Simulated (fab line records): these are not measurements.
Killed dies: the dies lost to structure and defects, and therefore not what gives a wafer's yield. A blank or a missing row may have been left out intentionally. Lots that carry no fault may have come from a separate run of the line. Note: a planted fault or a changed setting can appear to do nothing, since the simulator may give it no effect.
fab line records + flow rit_cmos
record:
- lots: 6
- wafers: 18
- last_day: 7
route steps=202 shown GATE@83 M1@202
lots that met no fault: from a run of the same line without faults
start_h: hours from the record's first day to the start of the lot's first wafer shown + wait_h: hours since the lot's step before + " identical to the entry in the row above + L1.1+2: a row that stands for several wafers + - no value, or no start given + * or withheld: withheld + < > ~ a bound
route shown NAME@n: a module of which the file shows steps, and the number in the route of the first + usual: average and standard deviation across the fault-free wafers + same: alike in all rows + chamber/n: place in a boat + sites: each site's reading + _std_site: how widely they spread, as a standard deviation + _edge_site: mean of outer sites minus mean of inner sites + radius_mm: for every site, how far away it sits from the centre of the wafer + mask NAME#n: copy n + behind: the tool/chamber that last shaped the wafer + hold: reason for holding the lot/hours on hold/outcome of the hold + device: transistor that didn't switch, given as n, p or np + end of line: at the end of the route, the tests of the same wafers + step lacking rows: just its recipe + killed: not the wafer's yield, but the dies lost to structure and defects at the first sort + map: dies across one wafer; x = killed, . = not, _ = none there
set.NAME: setting as actually run; set.NAME@STEP: the setting as run at that earlier step + model.NAME: the simulator's own value behind a step, which no gauge read
a table for each step, a row for each wafer; lots at some steps of the route
services: when a tool's chamber went out of use (start_h, in hours from the record's first day, below 0 if earlier), for how many hours, and the reason
== steps ==
step: RIT_GATE_THK_MEAS_07
recipe:
- reads: SiO2_of_GATE_OXIDATION_05
usual:
- GATE_OXIDE_THK: 2.99/0.059
| lot.wafer | tool          | chamber | start_h | wait_h | GATE_OXIDE_THK[nm] |
|-----------|---------------|---------|---------|--------|--------------------|
| L265.1    | film_metro-03 | -       | 34.67   | 0.0    | 3.02               |
| L265.3    | "             | -       | "       | "      | 2.98               |
| L265.6    | "             | -       | "       | "      | 2.98               |
| L269.1    | film_metro-04 | -       | 58.87   | 0.0    | 3.04               |
| L269.2    | "             | -       | "       | "      | 2.98               |
| L269.6    | "             | -       | "       | "      | 3.02               |
| L272.2    | film_metro-01 | -       | 77.46   | 0.0    | 2.97               |
| L272.3    | "             | -       | "       | "      | 2.97               |
| L272.5    | "             | -       | "       | "      | 2.92               |
| L273.2    | film_metro-03 | -       | 80.10   | 0.0    | 2.94               |
| L273.3    | "             | -       | "       | "      | 2.96               |
| L273.5    | "             | -       | "       | "      | 2.88               |
| L286.1    | film_metro-04 | -       | 140.90  | 0.0    | 3.04               |
| L286.2    | "             | -       | "       | "      | 3.04               |
| L286.6    | "             | -       | "       | "      | 3.07               |
| L287.1    | film_metro-04 | -       | 145.04  | 0.0    | 3.17               |
| L287.4    | "             | -       | "       | "      | 3.08               |
| L287.6    | "             | -       | "       | "      | 3.20               |
step: RIT_GATE_CVD_08
recipe:
- material: poly-Si
- target_thk_nm: 250
- temp_c: 610
- precursor: SiH4
- time_s: 2220
- pressure_mtorr: 300
- sih4_flow_sccm: 100
step: RIT_GATE_THK_MEAS_09
recipe:
- reads: poly-Si_of_GATE_CVD_08
usual:
- GATE_POLY_THK: 250.9/2
| lot.wafer | tool          | chamber | start_h | wait_h | GATE_POLY_THK[nm] |
|-----------|---------------|---------|---------|--------|-------------------|
| L265.1    | film_metro-04 | -       | 36.35   | 0.0    | 250.7             |
| L265.3    | "             | -       | "       | "      | 250.6             |
| L265.6    | "             | -       | "       | "      | 250.5             |
| L269.1    | film_metro-04 | -       | 61.65   | 0.0    | 252.4             |
| L269.2    | "             | -       | "       | "      | 249.7             |
| L269.6    | "             | -       | "       | "      | 253.1             |
| L272.2    | film_metro-03 | -       | 79.14   | 0.0    | 250.2             |
| L272.3    | "             | -       | "       | "      | 248.2             |
| L272.5    | "             | -       | "       | "      | 250.3             |
| L273.2    | film_metro-01 | -       | 81.78   | 0.0    | 248.5             |
| L273.3    | "             | -       | "       | "      | 250.3             |
| L273.5    | "             | -       | "       | "      | 251.3             |
| L286.1    | film_metro-01 | -       | 142.58  | 0.0    | 247.3             |
| L286.2    | "             | -       | "       | "      | 248.6             |
| L286.6    | "             | -       | "       | "      | 247.9             |
| L287.1    | film_metro-01 | -       | 146.72  | 0.0    | 248.1             |
| L287.4    | "             | -       | "       | "      | 248.1             |
| L287.6    | "             | -       | "       | "      | 247.6             |
step: RIT_GATE_HMDS_10
recipe:
- prime_time_s: 60
- prime_temp_c: 140
step: RIT_GATE_COAT_11
recipe:
- resist: NOVOLAK
- spin_rpm: 4250
- resist_thk_nm: 850
step: RIT_GATE_SOFTBAKE_12
recipe:
- resist: NOVOLAK
- temp_c: 90
- time_s: 60
step: RIT_GATE_EXPOSE_13
recipe:
- mask_id: M6
- na: 0.6
- source_shape: conventional
- sigma_outer: 0.6
- target_cd_nm: 150
- dose_mj: 380
step: RIT_GATE_PEB_14
recipe:
- resist: NOVOLAK
- temp_c: withheld
- time_s: withheld
step: RIT_GATE_DEVELOP_15
recipe:
- resist: NOVOLAK
- develop_time_s: 50
- dev_temp_c: 23
step: RIT_GATE_CD_MEAS_16
recipe:
- target_cd_nm: 150
usual:
- cd_nm: 150.4/2.5
| lot.wafer | tool      | chamber | start_h | wait_h | cd_nm |
|-----------|-----------|---------|---------|--------|-------|
| L265.1    | cd_sem-01 | -       | 37.41   | -      | 151.6 |
| L265.3    | "         | -       | "       | "      | 150.7 |
| L265.6    | "         | -       | "       | "      | 153.4 |
| L269.1    | cd_sem-01 | -       | 62.72   | -      | 151.0 |
| L269.2    | "         | -       | "       | "      | 151.7 |
| L269.6    | "         | -       | "       | "      | 149.3 |
| L272.2    | cd_sem-02 | -       | 80.15   | -      | 149.6 |
| L272.3    | "         | -       | "       | "      | 148.3 |
| L272.5    | "         | -       | "       | "      | 148.5 |
| L273.2    | cd_sem-02 | -       | 82.82   | -      | 147.3 |
| L273.3    | "         | -       | "       | "      | 145.5 |
| L273.5    | "         | -       | "       | "      | 146.9 |
| L286.1    | cd_sem-02 | -       | 143.49  | -      | 151.9 |
| L286.2    | "         | -       | "       | "      | 152.5 |
| L286.6    | "         | -       | "       | "      | 153.5 |
| L287.1    | cd_sem-01 | -       | 147.76  | -      | 149.3 |
| L287.4    | "         | -       | "       | "      | 147.9 |
| L287.6    | "         | -       | "       | "      | 150.1 |
step: RIT_GATE_OVL_MEAS_17
usual:
- GATE_OVL: 0.8/1.6
| lot.wafer | tool       | chamber | start_h | wait_h | GATE_OVL[nm] |
|-----------|------------|---------|---------|--------|--------------|
| L265.1    | overlay-01 | -       | 37.53   | 0.1    | 0.6          |
| L265.3    | "          | -       | "       | "      | 2.8          |
| L265.6    | "          | -       | "       | "      | 1.2          |
| L269.1    | overlay-01 | -       | 62.84   | 0.1    | 1.6          |
| L269.2    | "          | -       | "       | "      | 2.6          |
| L269.6    | "          | -       | "       | "      | 0.2          |
| L272.2    | overlay-02 | -       | 80.25   | 0.1    | 1.3          |
| L272.3    | "          | -       | "       | "      | 1.5          |
| L272.5    | "          | -       | "       | "      | 2.1          |
| L273.2    | overlay-02 | -       | 82.93   | 0.1    | -1.4         |
| L273.3    | "          | -       | "       | "      | -0.1         |
| L273.5    | "          | -       | "       | "      | -0.8         |
| L286.1    | overlay-01 | -       | 143.61  | 0.1    | 1.1          |
| L286.2    | "          | -       | "       | "      | 0.3          |
| L286.6    | "          | -       | "       | "      | 2.0          |
| L287.1    | overlay-01 | -       | 147.88  | 0.1    | 1.4          |
| L287.4    | "          | -       | "       | "      | 3.5          |
| L287.6    | "          | -       | "       | "      | 2.3          |
step: RIT_GATE_HARDBAKE_18
recipe:
- resist: NOVOLAK
- temp_c: 140
- time_s: 60
step: RIT_GATE_ETCH_19
recipe:
- chemistry: SF6/CHF3/O2
- time_s: 165
- SF6_flow_sccm: 30
- CHF3_flow_sccm: 30
- O2_flow_sccm: 5
- target: poly-Si
- pressure_mtorr: 40
- rf_w: 160
- target_depth_a: 3125
- over_etch_frac: 0.25
- stop_on: SiO2
usual:
- CHF3_flow_sccm: 29.99/0.083
- O2_flow_sccm: 4.998/0.017
- drypump_motor_current_A: 5.7/0.37
- oes_product_au: 0.847/0.0086
- throttle_valve_pct: 10.26/0.12
- time_s: 165/0
| lot.wafer | tool      | chamber | start_h | wait_h | CHF3_flow_sccm | O2_flow_sccm | drypump_motor_current_A | oes_product_au | rf_hours_counter_h | throttle_valve_pct | time_s | model.NOVOLAK_of_GATE_COAT_11.thk_nm | model.SiO2_of_FOX2_OXIDATION_00.thk_nm |
|-----------|-----------|---------|---------|--------|----------------|--------------|-------------------------|----------------|--------------------|--------------------|--------|--------------------------------------|----------------------------------------|
| L265.1    | rie_si-01 | 3       | 37.94   | 0.1    | 29.99          | 4.973        | 6.1                     | 0.853          | 1                  | 10.33              | 165    | 675.2                                | 236.3                                  |
| L265.3    | "         | 0       | "       | "      | 30.07          | 4.981        | 5.9                     | 0.842          | 46                 | 10.31              | 165    | 673.3                                | 234.4                                  |
| L265.6    | "         | 2       | "       | "      | 30.03          | 4.984        | 5.9                     | 0.855          | -                  | 10.05              | 165    | 670.1                                | 231.7                                  |
| L269.1    | rie_si-01 | 3       | 63.02   | 0.1    | 30.03          | 4.976        | 6.1                     | 0.859          | 1                  | 10.35              | 165    | 675.4                                | 233.8                                  |
| L269.2    | "         | 1       | "       | "      | 29.85          | 5.008        | 5.1                     | 0.846          | 2                  | 10.27              | 165    | 678.7                                | 241.5                                  |
| L269.6    | "         | 0       | "       | "      | 30.05          | 5.000        | 5.9                     | 0.849          | -                  | 10.32              | 165    | 675.6                                | 237.4                                  |
| L272.2    | rie_si-02 | 2       | 80.43   | 0.1    | -              | -            | -                       | -              | -                  | -                  | -      | 757.9                                | 263.7                                  |
| L272.3    | "         | 3       | "       | "      | -              | -            | -                       | -              | -                  | -                  | -      | 757.1                                | 257.5                                  |
| L272.5    | "         | 3       | "       | "      | -              | -            | -                       | -              | -                  | -                  | -      | 755.1                                | 252.8                                  |
| L273.2    | rie_si-01 | 2       | 83.11   | 0.1    | -              | -            | -                       | -              | -                  | -                  | -      | 752.4                                | 247                                    |
| L273.3    | "         | 0       | "       | "      | -              | -            | -                       | -              | -                  | -                  | -      | 750.2                                | 243.6                                  |
| L273.5    | "         | 0       | "       | "      | -              | -            | -                       | -              | -                  | -                  | -      | 753                                  | 247.4                                  |
| L286.1    | rie_si-02 | 0       | 143.80  | 0.1    | 30.08          | 4.982        | 5.2                     | 0.834          | 18                 | 10.50              | 165    | 666.1                                | 240.7                                  |
| L286.2    | "         | 3       | "       | "      | 30.09          | 4.987        | 5.5                     | 0.840          | 3                  | 10.25              | 165    | 667.8                                | 239.8                                  |
| L286.6    | "         | 3       | "       | "      | 30.01          | 4.993        | 5.5                     | 0.839          | -                  | 10.24              | 165    | 669.4                                | 246.5                                  |
| L287.1    | rie_si-01 | 0       | 148.06  | 0.1    | 29.87          | 4.998        | 5.9                     | 0.841          | 47                 | 10.31              | 165    | 673.8                                | 246.1                                  |
| L287.4    | "         | 1       | "       | "      | 30.06          | 5.007        | 5.1                     | 0.840          | 3                  | 10.26              | 165    | 670.9                                | 237.8                                  |
| L287.6    | "         | 0       | "       | "      | 29.97          | 4.967        | 5.9                     | 0.836          | -                  | 10.31              | 165    | 671.1                                | 246                                    |
step: RIT_GATE_STRIP_20
recipe:
- chemistry: O2
- time_s: 180
- resist: NOVOLAK
- platen_temp_c: withheld
- power_w: 500
- pressure_mtorr: 4000
- o2_flow_sccm: 4000
usual:
- drypump_motor_current_A: 5.5/0.56
- rf_refl_power_W: 6.8/0.77
same:
- time_s: 180
| lot.wafer | tool            | chamber | start_h | wait_h | drypump_motor_current_A | rf_hours_counter_h | rf_refl_power_W |
|-----------|-----------------|---------|---------|--------|-------------------------|--------------------|-----------------|
| L265.1    | plasma_asher-01 | 0       | 38.05   | 0.1    | 4.9                     | 25                 | 6.3             |
| L265.3    | "               | 1       | "       | "      | 6.4                     | -                  | 6.0             |
| L265.6    | "               | 0       | "       | "      | 4.9                     | -                  | 6.2             |
| L269.1    | plasma_asher-03 | 1       | 63.13   | 0.1    | 5.5                     | 41                 | 8.4             |
| L269.2    | "               | 0       | "       | "      | 5.3                     | 41                 | 7.6             |
| L269.6    | "               | 1       | "       | "      | 5.5                     | -                  | 8.7             |
| L272.2    | plasma_asher-01 | 1       | 80.54   | 0.1    | 6.4                     | 30                 | 6.2             |
| L272.3    | "               | 0       | "       | "      | 4.9                     | -                  | 6.2             |
| L272.5    | "               | 0       | "       | "      | 4.9                     | -                  | 6.3             |
| L273.2    | plasma_asher-01 | 1       | 83.22   | 0.1    | 6.4                     | 30                 | 6.6             |
| L273.3    | "               | 1       | "       | "      | 6.4                     | -                  | 6.3             |
| L273.5    | "               | 1       | "       | "      | 6.4                     | -                  | 6.5             |
| L286.1    | plasma_asher-03 | 1       | 143.91  | 0.1    | 5.5                     | 3                  | 8.4             |
| L286.2    | "               | 0       | "       | "      | 5.3                     | 3                  | 7.6             |
| L286.6    | "               | 0       | "       | "      | 5.3                     | -                  | 7.8             |
| L287.1    | plasma_asher-01 | 1       | 148.17  | 0.1    | 6.4                     | 38                 | 6.5             |
| L287.4    | "               | 1       | "       | "      | 6.4                     | -                  | 6.3             |
| L287.6    | "               | 1       | "       | "      | 6.3                     | -                  | 6.2             |
step: RIT_GATE_CD_MEAS_90
recipe:
- target_cd_nm: 150
usual:
- cd_nm: 150.4/2.5
| lot.wafer | tool      | chamber | start_h | wait_h | cd_nm |
|-----------|-----------|---------|---------|--------|-------|
| L265.1    | cd_sem-01 | -       | 38.22   | 0.1    | 151.5 |
| L265.3    | "         | -       | "       | "      | 150.5 |
| L265.6    | "         | -       | "       | "      | 153.2 |
| L269.1    | cd_sem-01 | -       | 63.31   | 0.1    | 150.6 |
| L269.2    | "         | -       | "       | "      | 151.9 |
| L269.6    | "         | -       | "       | "      | 149.7 |
| L272.2    | cd_sem-01 | -       | 80.74   | 0.1    | -     |
| L272.3    | "         | -       | "       | "      | -     |
| L272.5    | "         | -       | "       | "      | -     |
| L273.2    | cd_sem-02 | -       | 83.41   | 0.1    | -     |
| L273.3    | "         | -       | "       | "      | -     |
| L273.5    | "         | -       | "       | "      | -     |
| L286.1    | cd_sem-01 | -       | 144.08  | 0.1    | 151.7 |
| L286.2    | "         | -       | "       | "      | 152.4 |
| L286.6    | "         | -       | "       | "      | 153.7 |
| L287.1    | cd_sem-02 | -       | 148.35  | 0.1    | 149.0 |
| L287.4    | "         | -       | "       | "      | 148.0 |
| L287.6    | "         | -       | "       | "      | 150.5 |
step: RIT_M1_PROBE_99
usual:
- killed_at_contacts: 0.1/0.25
- killed_at_front_end: 6/3.1
- killed_dies: 6/3.1
- killed_on_rim: 1.6/1.4
- killed_open: 2.9/2
- killed_short: 3.3/2
same:
- gross_dies: 264
- killed_at_M0_to_M3: 0
- killed_at_M4_up: 0
- killed_at_back_side: 0
- killed_at_other: 0
| lot.wafer | tool      | chamber | start_h | wait_h | killed_at_contacts | killed_at_front_end | killed_dies | killed_on_rim | killed_open | killed_short |
|-----------|-----------|---------|---------|--------|--------------------|---------------------|-------------|---------------|-------------|--------------|
| L265.1    | prober-02 | -       | 57.66   | 0.1    | 0                  | 9                   | 9           | 2             | 5           | 4            |
| L265.3    | prober-02 | -       | 57.76   | 0.2    | 0                  | 2                   | 2           | 0             | 0           | 2            |
| L265.6    | prober-02 | -       | 57.91   | 0.2    | 0                  | 2                   | 2           | 1             | 2           | 0            |
| L272.2    | prober-01 | -       | 100.63  | 0.1    | 0                  | 264                 | 264         | 70            | 0           | 1            |
| L272.3    | prober-01 | -       | 100.68  | 0.2    | 0                  | 264                 | 264         | 70            | 2           | 3            |
| L272.5    | prober-01 | -       | 100.78  | 0.2    | 0                  | 264                 | 264         | 70            | 1           | 5            |
| L273.2    | prober-02 | -       | 104.01  | 0.1    | 0                  | 264                 | 264         | 70            | 4           | 2            |
| L273.3    | prober-02 | -       | 104.06  | 0.2    | 0                  | 264                 | 264         | 70            | 2           | 5            |
| L273.5    | prober-02 | -       | 104.16  | 0.2    | 1                  | 263                 | 264         | 70            | 0           | 5            |
killed by level:class
L265.1 FOX1:geometric_particle:short=2 SILICIDE:geometric_particle:open=2 FOX1:geometric_particle:open=1 FOX2:geometric_particle:short=1 REOX:geometric_particle:open=1 SPACER:geometric_particle:open=1 SILICIDE:geometric_particle:short=1
L265.3 GATE:geometric_particle:short=1 REOX:geometric_particle:short=1
L265.6 ACTIVE:geometric_particle:open=1 GATE:geometric_particle:open=1
L272.2 GATE:area_etch=263 FOX1:geometric_particle:short=1
L272.3 GATE:area_etch=259 FOX1:geometric_particle:short=2 FOX1:geometric_particle:open=1 GATE:geometric_particle:short=1 REOX:geometric_particle:open=1
L272.5 GATE:area_etch=258 GATE:geometric_particle:short=2 SILICIDE:geometric_particle:short=2 FOX2:geometric_particle:short=1 SPACER:geometric_particle:open=1
L273.2 GATE:area_etch=258 SPACER:geometric_particle:open=2 FOX1:geometric_particle:open=1 FOX2:geometric_particle:short=1 REOX:geometric_particle:short=1 REOX:geometric_particle:open=1
L273.3 GATE:area_etch=257 FOX2:geometric_particle:short=4 FOX2:geometric_particle:open=1 GATE:geometric_particle:open=1 GATE:geometric_particle:short=1
L273.5 GATE:area_etch=259 FOX2:geometric_particle:short=2 GATE:geometric_particle:short=1 SPACER:geometric_particle:short=1 CONTACT:geometric_particle:short=1
map L272.2 (x killed, . not)
________xxxxxxx_______
_____xxxxxxxxxxxxx____
____xxxxxxxxxxxxxxx___
___xxxxxxxxxxxxxxxxx__
__xxxxxxxxxxxxxxxxxxx_
__xxxxxxxxxxxxxxxxxxx_
_xxxxxxxxxxxxxxxxxxxxx
_xxxxxxxxxxxxxxxxxxxxx
_xxxxxxxxxxxxxxxxxxxxx
_xxxxxxxxxxxxxxxxxxxxx
__xxxxxxxxxxxxxxxxxxx_
__xxxxxxxxxxxxxxxxxxx_
___xxxxxxxxxxxxxxxxx__
____xxxxxxxxxxxxxxx___
_____xxxxxxxxxxxxx____
________xxxxxxx_______
map L273.2 (x killed, . not)
________xxxxxxx_______
_____xxxxxxxxxxxxx____
____xxxxxxxxxxxxxxx___
___xxxxxxxxxxxxxxxxx__
__xxxxxxxxxxxxxxxxxxx_
__xxxxxxxxxxxxxxxxxxx_
_xxxxxxxxxxxxxxxxxxxxx
_xxxxxxxxxxxxxxxxxxxxx
_xxxxxxxxxxxxxxxxxxxxx
_xxxxxxxxxxxxxxxxxxxxx
__xxxxxxxxxxxxxxxxxxx_
__xxxxxxxxxxxxxxxxxxx_
___xxxxxxxxxxxxxxxxx__
____xxxxxxxxxxxxxxx___
_____xxxxxxxxxxxxx____
________xxxxxxx_______
== services ==
| tool            | chamber | start_h | hours | kind           |
|-----------------|---------|---------|-------|----------------|
| rie_si-01       | -       | 36.08   | 0.2   | repair         |
| rie_si-01       | 2       | 43.65   | 7.9   | repair         |
| rie_si-01       | 2       | 56.10   | -     | clean          |
| rie_si-01       | 2       | 56.10   | 19.0  | scheduled_down |
| rie_si-01       | 2       | 56.10   | 19.0  | vent_cycle     |
| plasma_asher-03 | -       | 88.64   | 1.2   | repair         |
| plasma_asher-03 | -       | 108.75  | 9.0   | pm             |
| plasma_asher-03 | 0       | 108.75  | 9.0   | vent_cycle     |
| plasma_asher-03 | 1       | 108.75  | 9.0   | vent_cycle     |
| rie_si-02       | 0       | 111.18  | 7.0   | repair         |
| plasma_asher-03 | 0       | 117.75  | -     | clean          |
| plasma_asher-03 | 1       | 117.75  | -     | clean          |
== key ==
first_sign:
- step: RIT_GATE_ETCH_19
- reading: tool_record
- direction: missing
effect:
- step: RIT_GATE_CD_MEAS_90
- reading: cd_nm
- direction: missing
effect:
- step: RIT_M1_PROBE_99
- reading: killed_dies
- direction: up
- sigmas: 84
- usual: 6
- struck: 264
model_effect:
- step: RIT_GATE_ETCH_19
- value: NOVOLAK_of_GATE_COAT_11.thk_nm
- without: 670.6
- struck: 754.3
more_kills_born_at:
- RIT_GATE_ETCH_19@rie_si-02: 780
- RIT_GATE_ETCH_19@rie_si-01: 774
met_at RIT_GATE_ETCH_19
struck_wafers L272.2,L272.3,L272.5,L273.2,L273.3,L273.5
later_rows_left_out L272.2,L272.3,L272.5,L273.2,L273.3,L273.5
tester_left_out L272,L273
onset_between 63.02 80.43
fault:
- kind: skipped_step_whole
- tool: rie_si-01,rie_si-02
- chamber: -
- onset_h: 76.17
- steps: RIT_GATE_ETCH_19
- scope: struck_lots_only
tester_left_out: of these lots the tester's yield and bins aren't shown, on N5 and GAA mostly nor the transistor test; their killed dies are dies lost to structure and defects alone, not to doping, threshold or leakage, so they don't give the yield
later_rows_left_out: the simulator's readings of these wafers behind a module that went badly wrong aren't trusted and aren't shown, but for the sort
